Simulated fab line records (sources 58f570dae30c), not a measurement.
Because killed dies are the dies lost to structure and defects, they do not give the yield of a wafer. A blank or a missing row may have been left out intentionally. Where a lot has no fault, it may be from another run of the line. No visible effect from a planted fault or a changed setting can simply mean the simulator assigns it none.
Split-lot study	flow berkeley-cmos170	23 wafers read across 5 lots, on a route 331 steps long

== ABOUT THE SPLIT ==
At UCB170_PSD_PEB_04, the setting peb-temp-c was moved away from the recipe's 130 C on 8 of the 23 wafers read, by -1.9% to +2.8%. All remaining wafers had this setting at the recipe value.

== FROM THE SPLIT TO THE READING: what the file shows between them, 1 step ==
- UCB170_PSD_DEVELOP_05: develop time 45 s

== THE READING ==
cd-nm, in nm, at UCB170_PSD_CD_MEAS_06 (target cd 1200 nm). A value of 1199.6 nm with a standard deviation of 1.3 nm is what fault-free wafers of this fab line usually give.

wafer	tool, chamber at the split	peb-temp-c as run, C	against the recipe	cd-nm, nm	against lot-mates on the recipe
L076.1	litho-track-02, 0	130	recipe	1200.3	-
L076.4	litho-track-02, 0	130	recipe	1199.5	-
L076.6	litho-track-02, 0	130	recipe	1200.0	-
L075.1	litho-track-04, 0	130	recipe	1199.3	-
L075.2	litho-track-04, 0	130	recipe	1199.4	-
L075.3	litho-track-04, 0	130	recipe	1201.0	-
L075.4	litho-track-04, 0	130	recipe	1201.0	-
L075.5	litho-track-04, 0	130	recipe	1200.0	-
L077.1	litho-track-01, 0	127.5	-1.9%	1178.1	-19.0
L077.2	litho-track-01, 0	130	recipe	1196.0	-
L077.3	litho-track-01, 0	130	recipe	1197.9	-
L077.5	litho-track-01, 0	127.5	-1.9%	1177.7	-19.4
L077.6	litho-track-01, 0	130	recipe	1197.3	-
L081.1	litho-track-04, 0	133.6	+2.8%	1221.3	+22.1
L081.2	litho-track-04, 0	130	recipe	1199.2	-
L081.3	litho-track-04, 0	133.6	+2.8%	1219.7	+20.5
L081.4	litho-track-04, 0	130	recipe	1199.1	-
L081.5	litho-track-04, 0	133.6	+2.8%	1221.1	+21.9
L083.1	litho-track-01, 0	130	recipe	1199.6	-
L083.2	litho-track-01, 0	131.8	+1.4%	1209.2	+9.4
L083.4	litho-track-01, 0	130	recipe	1200.1	-
L083.5	litho-track-01, 0	131.8	+1.4%	1210.3	+10.5
L083.6	litho-track-01, 0	131.8	+1.4%	1211.8	+12.0

THE FIT
A straight line over all 23 wafers: cd-nm changes by +8.68 nm for each +1% of peb-temp-c; r = +0.98; the points scatter about the line by 2 nm.
The same after taking each lot's own level away (the mean of its wafers on the recipe; 23 wafers): +8.35 nm for each +1%; r = +0.99; scatter 1.2 nm.
That fit puts the effect of the largest move of peb-temp-c on the reading at 23 nm.
The lots' own levels span 1197.07 to 1200.14 nm, that is 2.4 times the standard deviation above.
Hence the lot-to-lot level has little effect on the slope; both slopes agree.
Check: +22.6 nm against its lot-mates is what the line predicts for one of the wafers moved furthest among these (+2.8%) when that wafer is left out of the fit. It came out at +22.1 nm against them.

== ADDITIONAL SPLITS CARRIED BY THESE WAFERS ==
Other splits were also applied to these wafers ahead of the reading. Each is held against what the fit with the lots' levels taken away leaves over:
other split on the same wafers	wafers away from the commonest value	r with cd-nm (lot level and that fit taken away)
UCB170_NLDD_EXPOSE_03 dose-mj	8	-0.17
UCB170_NLDD_STRIP_10 o2-flow-sccm	5	+0.07

== THE FILE'S OWN FIT ==
cd-nm changes by +8.37 nm for each +1% of peb-temp-c, r = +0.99.
